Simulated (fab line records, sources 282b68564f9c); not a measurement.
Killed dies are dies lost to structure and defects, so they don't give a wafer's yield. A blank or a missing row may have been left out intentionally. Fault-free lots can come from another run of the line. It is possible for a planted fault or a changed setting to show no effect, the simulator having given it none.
fab line records + flow rit_cmos
record:
- lots: 5
- wafers: 27
route steps=202 shown ACTIVE@11 GATE@91 M1@192
start_h: the number of hours between the record's first day and the start of the first shown wafer of the lot + wait_h: time in hours since the lot's previous step + " repeats the value in the row above + L1.1+2: a row that stands for several wafers + - either no value or no given start + * or withheld: withheld + < > ~ a bound
route shown NAME@n: a module of which the file shows steps, and the number in the route of the first + usual: mean/standard deviation taken from wafers without a fault + same: alike in all rows + chamber/n: place in a boat + sites: each site's reading + _std_site: standard deviation of those values + _edge_site: inner sites' mean taken away from outer sites' mean + radius_mm: for every site, how far away it sits from the centre of the wafer + mask NAME#n: copy n + behind: the last tool/chamber to shape the wafer + hold: why the lot was held/for how many hours/how that ended + device: names the non-switching transistor (n, p or np) + end of line: tests of these same wafers at the route's end + where a step has no rows: the recipe by itself + killed: not the wafer's yield, but the dies lost to structure and defects at the first sort + map: dies across one wafer; x = killed, . = not, _ = none there
set.NAME: the setting the step ran with; set.NAME@STEP: the setting that earlier step ran with + model.NAME: the simulator's own value behind a step, which no gauge read
lots run with intentionally changed settings; tables by step, rows by wafer
== steps ==
step: RIT_ACTIVE_DEVELOP_10
recipe:
- resist: NOVOLAK
- develop_time_s: 50
- dev_temp_c: 23
| lot.wafer  | tool           | chamber | start_h | wait_h | set.develop_time_s |
|------------|----------------|---------|---------|--------|--------------------|
| L074.2+4+5 | litho_track-04 | 0       | -       | -      | 50                 |
| L075.1+2+6 | litho_track-01 | 0       | -       | -      | 50                 |
| L075.3+4+5 | "              | 0       | "       | "      | 62.89              |
| L076.1+3+5 | litho_track-01 | 0       | -       | -      | 27.56              |
| L076.2+4+6 | "              | 0       | "       | "      | 50                 |
| L079.1+3+6 | litho_track-03 | 0       | -       | -      | 50                 |
| L079.2+4+5 | "              | 0       | "       | "      | 27.47              |
| L080.1+2+6 | litho_track-04 | 0       | -       | -      | 40.91              |
| L080.3+4+5 | "              | 0       | "       | "      | 50                 |
step: RIT_ACTIVE_CD_MEAS_11
recipe:
- target_cd_nm: 1400
usual:
- cd_nm: 1400.0/2.9
| lot.wafer | tool      | chamber | start_h | wait_h | set.develop_time_s@ACTIVE_DEVELOP_10 | cd_nm  |
|-----------|-----------|---------|---------|--------|--------------------------------------|--------|
| L074.2    | cd_sem-02 | -       | 16.25   | -      | 50                                   | 1401.2 |
| L074.4    | "         | -       | "       | "      | 50                                   | 1401.0 |
| L074.5    | "         | -       | "       | "      | 50                                   | 1402.3 |
| L075.1    | cd_sem-02 | -       | 20.18   | -      | 50                                   | 1393.3 |
| L075.2    | "         | -       | "       | "      | 50                                   | 1393.7 |
| L075.3    | "         | -       | "       | "      | 62.89                                | 1372.5 |
| L075.4    | "         | -       | "       | "      | 62.89                                | 1370.8 |
| L075.5    | "         | -       | "       | "      | 62.89                                | 1370.4 |
| L075.6    | "         | -       | "       | "      | 50                                   | 1396.0 |
| L076.1    | cd_sem-01 | -       | 27.06   | -      | 27.56                                | 1469.4 |
| L076.2    | "         | -       | "       | "      | 50                                   | 1403.4 |
| L076.3    | "         | -       | "       | "      | 27.56                                | 1468.3 |
| L076.4    | "         | -       | "       | "      | 50                                   | 1402.1 |
| L076.5    | "         | -       | "       | "      | 27.56                                | 1470.3 |
| L076.6    | "         | -       | "       | "      | 50                                   | 1402.6 |
| L079.1    | cd_sem-02 | -       | 39.74   | -      | 50                                   | 1398.2 |
| L079.2    | "         | -       | "       | "      | 27.47                                | 1463.4 |
| L079.3    | "         | -       | "       | "      | 50                                   | 1396.2 |
| L079.4    | "         | -       | "       | "      | 27.47                                | 1463.0 |
| L079.5    | "         | -       | "       | "      | 27.47                                | 1462.9 |
| L079.6    | "         | -       | "       | "      | 50                                   | 1396.8 |
| L080.1    | cd_sem-02 | -       | 44.80   | -      | 40.91                                | 1421.2 |
| L080.2    | "         | -       | "       | "      | 40.91                                | 1419.9 |
| L080.3    | "         | -       | "       | "      | 50                                   | 1400.8 |
| L080.4    | "         | -       | "       | "      | 50                                   | 1401.4 |
| L080.5    | "         | -       | "       | "      | 50                                   | 1401.0 |
| L080.6    | "         | -       | "       | "      | 40.91                                | 1419.8 |
step: RIT_ACTIVE_HARDBAKE_12
recipe:
- resist: NOVOLAK
- temp_c: 140
- time_s: 60
step: RIT_ACTIVE_ETCH_13
recipe:
- stop_on: SiO2
- chemistry: SF6
- target: Si3N4
- time_s: 210
- over_etch_frac: 0.4
- SF6_flow_sccm: 200
- pressure_mtorr: 260
- rf_w: 125
- target_depth_a: 2100
| lot.wafer  | tool        | chamber | start_h | wait_h | set.develop_time_s@ACTIVE_DEVELOP_10 | model.ACTIVE.cd_nm |
|------------|-------------|---------|---------|--------|--------------------------------------|--------------------|
| L074.2+4   | rie_diel-01 | 1,0     | 16.50   | 0.1    | 50                                   | 1401               |
| L074.5     | "           | 2       | "       | "      | 50                                   | 1402               |
| L075.1     | rie_diel-03 | 0       | 20.45   | 0.1    | 50                                   | 1393               |
| L075.2     | "           | 2       | "       | "      | 50                                   | 1394               |
| L075.3     | "           | 3       | "       | "      | 62.89                                | 1373               |
| L075.4     | "           | 1       | "       | "      | 62.89                                | 1371               |
| L075.5     | "           | 0       | "       | "      | 62.89                                | 1370               |
| L075.6     | "           | 1       | "       | "      | 50                                   | 1396               |
| L076.1+5   | rie_diel-01 | 3,0     | 27.43   | 0.1    | 27.56                                | 1470               |
| L076.2+6   | "           | 1,3     | "       | "      | 50                                   | 1403               |
| L076.3     | "           | 0       | "       | "      | 27.56                                | 1468               |
| L076.4     | "           | 2       | "       | "      | 50                                   | 1402               |
| L079.1     | rie_diel-02 | 3       | 40.08   | 0.1    | 50                                   | 1398               |
| L079.2     | "           | 2       | "       | "      | 27.47                                | 1464               |
| L079.3     | "           | 0       | "       | "      | 50                                   | 1396               |
| L079.4+5   | "           | 1,3     | "       | "      | 27.47                                | 1463               |
| L079.6     | "           | 2       | "       | "      | 50                                   | 1397               |
| L080.1     | rie_diel-01 | 1       | 45.07   | 0.1    | 40.91                                | 1421               |
| L080.2+6   | "           | 0,3     | "       | "      | 40.91                                | 1420               |
| L080.3+4+5 | "           | 2,3,0   | "       | "      | 50                                   | 1401               |
step: RIT_ACTIVE_STRIP_14
recipe:
- chemistry: O2
- time_s: 180
- resist: NOVOLAK
- platen_temp_c: withheld
- power_w: 500
- pressure_mtorr: 4000
- o2_flow_sccm: 4000
step: RIT_ACTIVE_CD_MEAS_90
recipe:
- target_cd_nm: 1400
usual:
- cd_nm: 1400.0/2.9
| lot.wafer | tool      | chamber | start_h | wait_h | set.develop_time_s@ACTIVE_DEVELOP_10 | cd_nm  |
|-----------|-----------|---------|---------|--------|--------------------------------------|--------|
| L074.2    | cd_sem-01 | -       | 16.83   | 0.1    | 50                                   | 1401.0 |
| L074.4    | "         | -       | "       | "      | 50                                   | 1401.2 |
| L074.5    | "         | -       | "       | "      | 50                                   | 1401.6 |
| L075.1    | cd_sem-01 | -       | 20.76   | 0.1    | 50                                   | 1392.7 |
| L075.2    | "         | -       | "       | "      | 50                                   | 1393.9 |
| L075.3    | "         | -       | "       | "      | 62.89                                | 1372.7 |
| L075.4    | "         | -       | "       | "      | 62.89                                | 1370.9 |
| L075.5    | "         | -       | "       | "      | 62.89                                | 1370.0 |
| L075.6    | "         | -       | "       | "      | 50                                   | 1395.7 |
| L076.1    | cd_sem-02 | -       | 27.73   | 0.1    | 27.56                                | 1469.6 |
| L076.2    | "         | -       | "       | "      | 50                                   | 1403.4 |
| L076.3    | "         | -       | "       | "      | 27.56                                | 1468.2 |
| L076.4    | "         | -       | "       | "      | 50                                   | 1402.1 |
| L076.5    | "         | -       | "       | "      | 27.56                                | 1470.1 |
| L076.6    | "         | -       | "       | "      | 50                                   | 1402.8 |
| L079.1    | cd_sem-01 | -       | 40.39   | 0.1    | 50                                   | 1397.8 |
| L079.2    | "         | -       | "       | "      | 27.47                                | 1463.6 |
| L079.3    | "         | -       | "       | "      | 50                                   | 1396.1 |
| L079.4    | "         | -       | "       | "      | 27.47                                | 1463.2 |
| L079.5    | "         | -       | "       | "      | 27.47                                | 1462.6 |
| L079.6    | "         | -       | "       | "      | 50                                   | 1397.3 |
| L080.1    | cd_sem-02 | -       | 45.38   | 0.1    | 40.91                                | 1421.7 |
| L080.2    | "         | -       | "       | "      | 40.91                                | 1420.3 |
| L080.3    | "         | -       | "       | "      | 50                                   | 1400.9 |
| L080.4    | "         | -       | "       | "      | 50                                   | 1401.5 |
| L080.5    | "         | -       | "       | "      | 50                                   | 1400.9 |
| L080.6    | "         | -       | "       | "      | 40.91                                | 1419.7 |
step: RIT_GATE_DEVELOP_15
recipe:
- resist: NOVOLAK
- develop_time_s: 50
- dev_temp_c: 23
| lot.wafer  | tool           | chamber | start_h | wait_h | set.develop_time_s |
|------------|----------------|---------|---------|--------|--------------------|
| L074.2+4+5 | litho_track-01 | 0       | -       | -      | 50                 |
| L075.1+3+4 | litho_track-01 | 0       | -       | -      | 50                 |
| L075.2+5+6 | "              | 0       | "       | "      | 71.17              |
| L076.1+3+6 | litho_track-01 | 0       | -       | -      | 50                 |
| L076.2+4+5 | "              | 0       | "       | "      | 21.23              |
| L079.1+2+5 | litho_track-02 | 0       | -       | -      | 50                 |
| L079.3+4+6 | "              | 0       | "       | "      | 65.67              |
| L080.1+5+6 | litho_track-01 | 0       | -       | -      | 50                 |
| L080.2+3+4 | "              | 0       | "       | "      | 59                 |
step: RIT_M1_DEVELOP_08
recipe:
- resist: NOVOLAK
- develop_time_s: 68
- dev_temp_c: 23
| lot.wafer  | tool           | chamber | start_h | wait_h | set.develop_time_s |
|------------|----------------|---------|---------|--------|--------------------|
| L074.2+4+5 | litho_track-01 | 0       | -       | -      | 68                 |
| L075.1+4+5 | litho_track-04 | 0       | -       | -      | 100.4              |
| L075.2+3+6 | "              | 0       | "       | "      | 68                 |
| L076.1+2+4 | litho_track-04 | 0       | -       | -      | 100.2              |
| L076.3+5+6 | "              | 0       | "       | "      | 68                 |
| L079.1+2+3 | litho_track-02 | 0       | -       | -      | 68                 |
| L079.4+5+6 | "              | 0       | "       | "      | 82.32              |
| L080.1+2+3 | litho_track-04 | 0       | -       | -      | 45.12              |
| L080.4+5+6 | "              | 0       | "       | "      | 68                 |
step: RIT_M1_CD_MEAS_09
recipe:
- target_cd_nm: 2600
usual:
- cd_nm: 2600.8/2.1
| lot.wafer | tool      | chamber | start_h | wait_h | set.develop_time_s@M1_DEVELOP_08 | cd_nm  |
|-----------|-----------|---------|---------|--------|----------------------------------|--------|
| L074.2    | cd_sem-01 | -       | 61.12   | -      | 68                               | 2598.3 |
| L074.4    | "         | -       | "       | "      | 68                               | 2597.4 |
| L074.5    | "         | -       | "       | "      | 68                               | 2597.4 |
| L075.1    | cd_sem-01 | -       | 64.86   | -      | 100.4                            | 2567.1 |
| L075.2    | "         | -       | "       | "      | 68                               | 2599.4 |
| L075.3    | "         | -       | "       | "      | 68                               | 2601.2 |
| L075.4    | "         | -       | "       | "      | 100.4                            | 2568.3 |
| L075.5    | "         | -       | "       | "      | 100.4                            | 2569.0 |
| L075.6    | "         | -       | "       | "      | 68                               | 2600.7 |
| L076.1    | cd_sem-02 | -       | 69.55   | -      | 100.2                            | 2561.7 |
| L076.2    | "         | -       | "       | "      | 100.2                            | 2565.5 |
| L076.3    | "         | -       | "       | "      | 68                               | 2597.9 |
| L076.4    | "         | -       | "       | "      | 100.2                            | 2562.4 |
| L076.5    | "         | -       | "       | "      | 68                               | 2596.7 |
| L076.6    | "         | -       | "       | "      | 68                               | 2599.8 |
| L079.1    | cd_sem-02 | -       | 84.80   | -      | 68                               | 2600.0 |
| L079.2    | "         | -       | "       | "      | 68                               | 2597.7 |
| L079.3    | "         | -       | "       | "      | 68                               | 2600.6 |
| L079.4    | "         | -       | "       | "      | 82.32                            | 2582.4 |
| L079.5    | "         | -       | "       | "      | 82.32                            | 2585.9 |
| L079.6    | "         | -       | "       | "      | 82.32                            | 2584.3 |
| L080.1    | cd_sem-02 | -       | 87.30   | -      | 45.12                            | 2642.4 |
| L080.2    | "         | -       | "       | "      | 45.12                            | 2645.0 |
| L080.3    | "         | -       | "       | "      | 45.12                            | 2643.3 |
| L080.4    | "         | -       | "       | "      | 68                               | 2602.9 |
| L080.5    | "         | -       | "       | "      | 68                               | 2602.1 |
| L080.6    | "         | -       | "       | "      | 68                               | 2605.1 |
step: RIT_M1_HARDBAKE_11
recipe:
- resist: NOVOLAK
- temp_c: 140
- time_s: 120
step: RIT_M1_METAL_ETCH_12
recipe:
- stop_on: SiO2
- chemistry: Cl2/BCl3
- target: Al
- time_s: 165
- over_etch_frac: 0.5
- pressure_mtorr: 100
- target_depth_a: 6000
- rf_w: 250
- Cl2_flow_sccm: 60
- bcl3_flow_sccm: 50
| lot.wafer | tool         | chamber | start_h | wait_h | set.develop_time_s@M1_DEVELOP_08 | model.M1.cd_nm |
|-----------|--------------|---------|---------|--------|----------------------------------|----------------|
| L074.2+5  | rie_metal-03 | 0,1     | 61.66   | 0.2    | 68                               | 2597           |
| L074.4    | "            | 1       | "       | "      | 68                               | 2599           |
| L075.1    | rie_metal-04 | 1       | 65.27   | 0.2    | 100.4                            | 2566           |
| L075.2    | "            | 0       | "       | "      | 68                               | 2600           |
| L075.3    | "            | 0       | "       | "      | 68                               | 2603           |
| L075.4    | "            | 1       | "       | "      | 100.4                            | 2567           |
| L075.5    | "            | 0       | "       | "      | 100.4                            | 2570           |
| L075.6    | "            | 1       | "       | "      | 68                               | 2598           |
| L076.1+4  | rie_metal-01 | 1       | 69.96   | 0.2    | 100.2                            | 2565           |
| L076.2    | "            | 0       | "       | "      | 100.2                            | 2567           |
| L076.3+5  | "            | 0,1     | "       | "      | 68                               | 2600           |
| L076.6    | "            | 0       | "       | "      | 68                               | 2601           |
| L079.1+2  | rie_metal-01 | 0,1     | 85.20   | 0.2    | 68                               | 2599           |
| L079.3    | "            | 0       | "       | "      | 68                               | 2601           |
| L079.4+5  | "            | 1       | "       | "      | 82.32                            | 2585           |
| L079.6    | "            | 0       | "       | "      | 82.32                            | 2582           |
| L080.1    | rie_metal-03 | 1       | 87.70   | 0.2    | 45.12                            | 2644           |
| L080.2    | "            | 0       | "       | "      | 45.12                            | 2646           |
| L080.3    | "            | 1       | "       | "      | 45.12                            | 2647           |
| L080.4    | "            | 0       | "       | "      | 68                               | 2603           |
| L080.5    | "            | 0       | "       | "      | 68                               | 2601           |
| L080.6    | "            | 1       | "       | "      | 68                               | 2607           |
step: RIT_M1_STRIP_13
recipe:
- chemistry: nmp
- resist: NOVOLAK
- temp_c: 80
- time_s: 600
- dry: n2_spin
step: RIT_M1_STRIP_14
recipe:
- chemistry: O2
- time_s: 173.7
- platen_temp_c: withheld
- power_w: 500
- pressure_mtorr: 4000
- o2_flow_sccm: 4000
step: RIT_M1_CD_MEAS_90
recipe:
- target_cd_nm: 2600
usual:
- cd_nm: 2601.3/2.5
| lot.wafer | tool      | chamber | start_h | wait_h | set.develop_time_s@M1_DEVELOP_08 | cd_nm  |
|-----------|-----------|---------|---------|--------|----------------------------------|--------|
| L074.2    | cd_sem-01 | -       | 62.19   | 0.1    | 68                               | 2597.1 |
| L074.4    | "         | -       | "       | "      | 68                               | 2599.0 |
| L074.5    | "         | -       | "       | "      | 68                               | 2596.6 |
| L075.1    | cd_sem-01 | -       | 65.96   | 0.1    | 100.4                            | 2565.6 |
| L075.2    | "         | -       | "       | "      | 68                               | 2600.4 |
| L075.3    | "         | -       | "       | "      | 68                               | 2602.8 |
| L075.4    | "         | -       | "       | "      | 100.4                            | 2566.8 |
| L075.5    | "         | -       | "       | "      | 100.4                            | 2570.3 |
| L075.6    | "         | -       | "       | "      | 68                               | 2598.3 |
| L076.1    | cd_sem-02 | -       | 70.65   | 0.1    | 100.2                            | 2564.6 |
| L076.2    | "         | -       | "       | "      | 100.2                            | 2567.5 |
| L076.3    | "         | -       | "       | "      | 68                               | 2599.6 |
| L076.4    | "         | -       | "       | "      | 100.2                            | 2565.4 |
| L076.5    | "         | -       | "       | "      | 68                               | 2599.3 |
| L076.6    | "         | -       | "       | "      | 68                               | 2600.8 |
| L079.1    | cd_sem-01 | -       | 85.71   | 0.1    | 68                               | 2599.1 |
| L079.2    | "         | -       | "       | "      | 68                               | 2598.6 |
| L079.3    | "         | -       | "       | "      | 68                               | 2601.0 |
| L079.4    | "         | -       | "       | "      | 82.32                            | 2584.7 |
| L079.5    | "         | -       | "       | "      | 82.32                            | 2585.3 |
| L079.6    | "         | -       | "       | "      | 82.32                            | 2582.0 |
| L080.1    | cd_sem-02 | -       | 88.25   | 0.2    | 45.12                            | 2644.0 |
| L080.2    | "         | -       | "       | "      | 45.12                            | 2646.0 |
| L080.3    | "         | -       | "       | "      | 45.12                            | 2647.8 |
| L080.4    | "         | -       | "       | "      | 68                               | 2602.8 |
| L080.5    | "         | -       | "       | "      | 68                               | 2600.6 |
| L080.6    | "         | -       | "       | "      | 68                               | 2607.2 |
step: RIT_M1_ANNEAL_15
recipe:
- temp_c: 450
- time_s: 1800
- ambient: forming_gas_H2N2
step: RIT_M1_PROBE_99
usual:
- killed_at_contacts: 0.1/0.36
- killed_at_front_end: 6.2/2.8
- killed_dies: 6.3/2.9
- killed_open: 3.3/2.1
- killed_short: 3.0/1.7
same:
- gross_dies: 264
- killed_at_M0_to_M3: 0
- killed_at_M4_up: 0
- killed_at_back_side: 0
- killed_at_other: 0
| lot.wafer | tool      | chamber | start_h | wait_h | set.develop_time_s@GATE_DEVELOP_15 | killed_at_contacts | killed_at_front_end | killed_dies | killed_open | killed_short | model.etest.pmos_0p15.r_on_ohm_um | model.etest.nmos_0p15.r_on_ohm_um | model.etest.pmos_0p3.r_on_ohm_um | model.etest.pmos_turned.r_on_ohm_um | model.etest.npoly_line.line_ohm_um | model.etest.ppoly_line.line_ohm_um | model.etest.pmos_turned.drive_ua_um | model.etest.nmos_0p3.r_on_ohm_um |
|-----------|-----------|---------|---------|--------|------------------------------------|--------------------|---------------------|-------------|-------------|--------------|-----------------------------------|-----------------------------------|----------------------------------|-------------------------------------|------------------------------------|------------------------------------|-------------------------------------|----------------------------------|
| L074.2    | prober-02 | -       | 63.96   | 0.1    | 50                                 | 0                  | 5                   | 5           | 3           | 2            | 2783                              | 1137                              | 6343                             | 3446                                | 162                                | 156.4                              | 191.1                               | 2168                             |
| L074.4    | prober-02 | -       | 64.06   | 0.2    | 50                                 | 0                  | 6                   | 6           | 3           | 3            | 2882                              | 1156                              | 6490                             | 3563                                | 164.5                              | 156.3                              | 181.6                               | 2205                             |
| L074.5    | prober-02 | -       | 64.11   | 0.2    | 50                                 | 0                  | 8                   | 8           | 5           | 3            | 2904                              | 1164                              | 6509                             | 3584                                | 160.5                              | 154.6                              | 180.9                               | 2203                             |
| L075.1    | prober-01 | -       | 67.70   | 0.1    | 50                                 | 0                  | 7                   | 7           | 2           | 5            | 2593                              | 1076                              | 6096                             | 3172                                | 170.3                              | 164.1                              | 208.9                               | 2101                             |
| L075.2    | prober-01 | -       | 67.75   | 0.1    | 71.17                              | 0                  | 264                 | 264         | 5           | 4            | -                                 | -                                 | 4780                             | 1861                                | 439.9                              | 420.5                              | 387.9                               | 1714                             |
| L075.3    | prober-01 | -       | 67.80   | 0.2    | 50                                 | 1                  | 10                  | 11          | 6           | 5            | 2693                              | 1117                              | 6300                             | 3321                                | 167.3                              | 161.1                              | 199.6                               | 2144                             |
| L075.4    | prober-01 | -       | 67.85   | 0.2    | 50                                 | 0                  | 5                   | 5           | 2           | 3            | 2647                              | 1080                              | 6308                             | 3246                                | 168                                | 160                                | 203                                 | 2144                             |
| L075.5    | prober-01 | -       | 67.90   | 0.2    | 71.17                              | 0                  | 264                 | 264         | 1           | 4            | -                                 | -                                 | 4864                             | 1872                                | 456.9                              | 432.4                              | 390                                 | 1741                             |
| L075.6    | prober-01 | -       | 67.95   | 0.2    | 71.17                              | 0                  | 264                 | 264         | 7           | 1            | -                                 | -                                 | 4838                             | 1915                                | 423                                | 406.1                              | 378.4                               | 1726                             |
| L076.1    | prober-02 | -       | 72.39   | 0.1    | 50                                 | 0                  | 1                   | 1           | 0           | 1            | 2716                              | 1095                              | 6238                             | 3350                                | 162.3                              | 155.1                              | 195.2                               | 2137                             |
| L076.2    | prober-02 | -       | 72.44   | 0.1    | 21.23                              | 0                  | 264                 | 264         | 2           | 2            | 6579                              | 2286                              | 1.019e+04                        | 7223                                | 56.77                              | 54.44                              | 88.64                               | 3278                             |
| L076.3    | prober-02 | -       | 72.49   | 0.2    | 50                                 | 1                  | 5                   | 6           | 4           | 2            | 2649                              | 1052                              | 6106                             | 3272                                | 168.7                              | 158                                | 200.4                               | 2080                             |
| L076.4    | prober-02 | -       | 72.54   | 0.2    | 21.23                              | 0                  | 264                 | 264         | 3           | 0            | 6694                              | 2290                              | 1.025e+04                        | 7262                                | 55.83                              | 55.41                              | 88.12                               | 3291                             |
| L076.5    | prober-02 | -       | 72.59   | 0.2    | 21.23                              | 0                  | 264                 | 264         | 3           | 0            | 6652                              | 2306                              | 1.021e+04                        | 7247                                | 55.93                              | 54.12                              | 87.7                                | 3295                             |
| L076.6    | prober-02 | -       | 72.64   | 0.2    | 50                                 | 0                  | 3                   | 3           | 1           | 2            | 2682                              | 1070                              | 6184                             | 3329                                | 167.7                              | 158.9                              | 196.5                               | 2108                             |
| L079.1    | prober-01 | -       | 87.45   | 0.1    | 50                                 | 0                  | 3                   | 3           | 0           | 3            | 2569                              | 1098                              | 6179                             | 3136                                | 165.5                              | 156.3                              | 213.2                               | 2161                             |
| L079.2    | prober-01 | -       | 87.50   | 0.1    | 50                                 | 0                  | 7                   | 7           | 4           | 3            | 2540                              | 1105                              | 6007                             | 3098                                | 163.4                              | 157.8                              | 217.2                               | 2147                             |
| L079.3    | prober-01 | -       | 87.55   | 0.2    | 65.67                              | 1                  | 263                 | 264         | 1           | 2            | -                                 | -                                 | 5117                             | 2042                                | 319.2                              | 301.5                              | 353.1                               | 1841                             |
| L079.4    | prober-01 | -       | 87.60   | 0.2    | 65.67                              | 0                  | 264                 | 264         | 3           | 4            | -                                 | -                                 | 5082                             | 2120                                | 308.7                              | 294.2                              | 339.1                               | 1833                             |
| L079.5    | prober-01 | -       | 87.65   | 0.2    | 50                                 | 0                  | 3                   | 3           | 2           | 1            | 2522                              | 1083                              | 6093                             | 3065                                | 166.7                              | 157.9                              | 216                                 | 2142                             |
| L079.6    | prober-01 | -       | 87.70   | 0.2    | 65.67                              | 0                  | 264                 | 264         | 1           | 4            | -                                 | -                                 | 5080                             | 2078                                | 317.9                              | 298.1                              | 344.3                               | 1826                             |
| L080.1    | prober-02 | -       | 89.99   | 0.1    | 50                                 | 0                  | 5                   | 5           | 2           | 3            | 2718                              | 1097                              | 6247                             | 3341                                | 163.1                              | 157.9                              | 199.2                               | 2150                             |
| L080.2    | prober-02 | -       | 90.04   | 0.1    | 59                                 | 0                  | 179                 | 179         | 4           | 4            | 2028                              | 884.2                             | 5570                             | 2654                                | 239.4                              | 231.6                              | 255.2                               | 1927                             |
| L080.3    | prober-02 | -       | 90.09   | 0.2    | 59                                 | 0                  | 188                 | 188         | 3           | 4            | 2026                              | 893.3                             | 5530                             | 2676                                | 241.4                              | 234.4                              | 254                                 | 1956                             |
| L080.4    | prober-02 | -       | 90.14   | 0.2    | 59                                 | 0                  | 178                 | 178         | 5           | 3            | 2032                              | 895.9                             | 5561                             | 2668                                | 243.9                              | 236.6                              | 256.4                               | 1964                             |
| L080.5    | prober-02 | -       | 90.19   | 0.2    | 50                                 | 0                  | 4                   | 4           | 1           | 3            | 2661                              | 1088                              | 6144                             | 3283                                | 167.8                              | 158.2                              | 200.1                               | 2108                             |
| L080.6    | prober-02 | -       | 90.24   | 0.2    | 50                                 | 0                  | 3                   | 3           | 2           | 1            | 2693                              | 1100                              | 6172                             | 3308                                | 166.9                              | 161.2                              | 201.4                               | 2140                             |
killed by level:class
L074.2 GATE:geometric_particle:open=2 GATE:geometric_particle:short=2 FOX2:geometric_particle:open=1
L074.4 GATE:geometric_particle:open=3 FOX2:geometric_particle:short=1 REOX:geometric_particle:short=1 SILICIDE:geometric_particle:short=1
L074.5 FOX1:geometric_particle:open=2 GATE:geometric_particle:open=2 SILICIDE:geometric_particle:short=2 GATE:geometric_particle:short=1 SILICIDE:geometric_particle:open=1
L075.1 GATE:geometric_particle:short=3 FOX1:geometric_particle:short=1 FOX1:geometric_particle:open=1 REOX:geometric_particle:open=1 SILICIDE:geometric_particle:short=1
L075.2 GATE:area_develop=255 GATE:geometric_particle:short=4 GATE:geometric_particle:open=4 FOX1:geometric_particle:open=1
L075.3 FOX2:geometric_particle:short=2 GATE:geometric_particle:open=2 REOX:geometric_particle:short=2 SILICIDE:geometric_particle:open=2 GATE:geometric_particle:short=1 REOX:geometric_particle:open=1 CONTACT:geometric_particle:open=1
L075.4 FOX2:geometric_particle:short=2 GATE:geometric_particle:short=1 REOX:geometric_particle:open=1 SPACER:geometric_particle:open=1
L075.5 GATE:area_develop=259 GATE:geometric_particle:short=2 REOX:geometric_particle:short=2 SILICIDE:geometric_particle:open=1
L075.6 GATE:area_develop=256 SPACER:geometric_particle:open=3 GATE:geometric_particle:open=2 FOX1:geometric_particle:open=1 GATE:geometric_particle:short=1 SILICIDE:geometric_particle:open=1
L076.1 SILICIDE:geometric_particle:short=1
L076.2 GATE:area_develop=260 FOX1:geometric_particle:short=1 REOX:geometric_particle:open=1 SILICIDE:geometric_particle:short=1 SILICIDE:geometric_particle:open=1
L076.3 SILICIDE:geometric_particle:open=2 REOX:geometric_particle:short=1 REOX:geometric_particle:open=1 SILICIDE:geometric_particle:short=1 CONTACT:geometric_particle:open=1
L076.4 GATE:area_develop=261 FOX1:geometric_particle:open=1 GATE:geometric_particle:open=1 SPACER:geometric_particle:open=1
L076.5 GATE:area_develop=261 GATE:geometric_particle:open=2 REOX:geometric_particle:open=1
L076.6 FOX1:geometric_particle:open=1 FOX1:geometric_particle:short=1 GATE:geometric_particle:short=1
L079.1 SPACER:geometric_particle:short=2 GATE:geometric_particle:short=1
L079.2 SILICIDE:geometric_particle:open=3 FOX2:geometric_particle:short=1 FOX2:geometric_particle:open=1 GATE:geometric_particle:short=1 SPACER:geometric_particle:short=1
L079.3 GATE:area_develop=261 GATE:geometric_particle:open=1 SILICIDE:geometric_particle:short=1 CONTACT:geometric_particle:short=1
L079.4 GATE:area_develop=257 FOX1:geometric_particle:open=1 GATE:geometric_particle:open=1 GATE:geometric_particle:short=1 REOX:geometric_particle:open=1 REOX:geometric_particle:short=1 SPACER:geometric_particle:short=1 SILICIDE:geometric_particle:short=1
L079.5 GATE:geometric_particle:open=1 REOX:geometric_particle:open=1 REOX:geometric_particle:short=1
L079.6 GATE:area_develop=259 SPACER:geometric_particle:short=2 FOX1:geometric_particle:short=1 FOX2:geometric_particle:short=1 SPACER:geometric_particle:open=1
L080.1 FOX1:geometric_particle:short=2 SPACER:geometric_particle:short=1 SPACER:geometric_particle:open=1 SILICIDE:geometric_particle:open=1
L080.2 GATE:area_develop=171 GATE:geometric_particle:short=3 GATE:geometric_particle:open=2 FOX2:geometric_particle:short=1 REOX:geometric_particle:open=1 SILICIDE:geometric_particle:open=1
L080.3 GATE:area_develop=181 GATE:geometric_particle:short=2 FOX1:geometric_particle:open=1 GATE:geometric_particle:open=1 SPACER:geometric_particle:short=1 SILICIDE:geometric_particle:short=1 SILICIDE:geometric_particle:open=1
L080.4 GATE:area_develop=170 GATE:geometric_particle:open=3 SPACER:geometric_particle:short=3 SPACER:geometric_particle:open=2
L080.5 GATE:geometric_particle:short=1 REOX:geometric_particle:open=1 SPACER:geometric_particle:short=1 SILICIDE:geometric_particle:short=1
L080.6 FOX1:geometric_particle:open=1 GATE:geometric_particle:short=1 GATE:geometric_particle:open=1
== key ==
split:
- step: RIT_ACTIVE_DEVELOP_10
- setting: develop_time_s
- stated: 50
- by: wafer
response:
- step: RIT_ACTIVE_CD_MEAS_11
- reading: cd_nm
- change: -1.37
- per: 1%
- r: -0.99
response:
- step: RIT_ACTIVE_ETCH_13
- reading: model.ACTIVE.cd_nm
- change: -1.37
- per: 1%
- r: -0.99
response:
- step: RIT_ACTIVE_CD_MEAS_90
- reading: cd_nm
- change: -1.37
- per: 1%
- r: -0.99
split:
- step: RIT_GATE_DEVELOP_15
- setting: develop_time_s
- stated: 50
- by: wafer
response:
- step: RIT_M1_PROBE_99
- reading: model.etest.pmos_0p15.r_on_ohm_um
- change: -66
- per: 1%
- r: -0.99
response:
- step: RIT_M1_PROBE_99
- reading: model.etest.nmos_0p15.r_on_ohm_um
- change: -20.4
- per: 1%
- r: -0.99
response:
- step: RIT_M1_PROBE_99
- reading: model.etest.pmos_0p3.r_on_ohm_um
- change: -52.3
- per: 1%
- r: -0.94
response:
- step: RIT_M1_PROBE_99
- reading: model.etest.pmos_turned.r_on_ohm_um
- change: -51.1
- per: 1%
- r: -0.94
response:
- step: RIT_M1_PROBE_99
- reading: model.etest.npoly_line.line_ohm_um
- change: +3.73
- per: 1%
- r: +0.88
response:
- step: RIT_M1_PROBE_99
- reading: model.etest.ppoly_line.line_ohm_um
- change: +3.52
- per: 1%
- r: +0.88
response:
- step: RIT_M1_PROBE_99
- reading: model.etest.pmos_turned.drive_ua_um
- change: +2.97
- per: 1%
- r: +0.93
response:
- step: RIT_M1_PROBE_99
- reading: model.etest.nmos_0p3.r_on_ohm_um
- change: -15.3
- per: 1%
- r: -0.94
split:
- step: RIT_M1_DEVELOP_08
- setting: develop_time_s
- stated: 68
- by: wafer
response:
- step: RIT_M1_CD_MEAS_09
- reading: cd_nm
- change: -0.799
- per: 1%
- r: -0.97
response:
- step: RIT_M1_METAL_ETCH_12
- reading: model.M1.cd_nm
- change: -0.811
- per: 1%
- r: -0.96
response:
- step: RIT_M1_CD_MEAS_90
- reading: cd_nm
- change: -0.811
- per: 1%
- r: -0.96
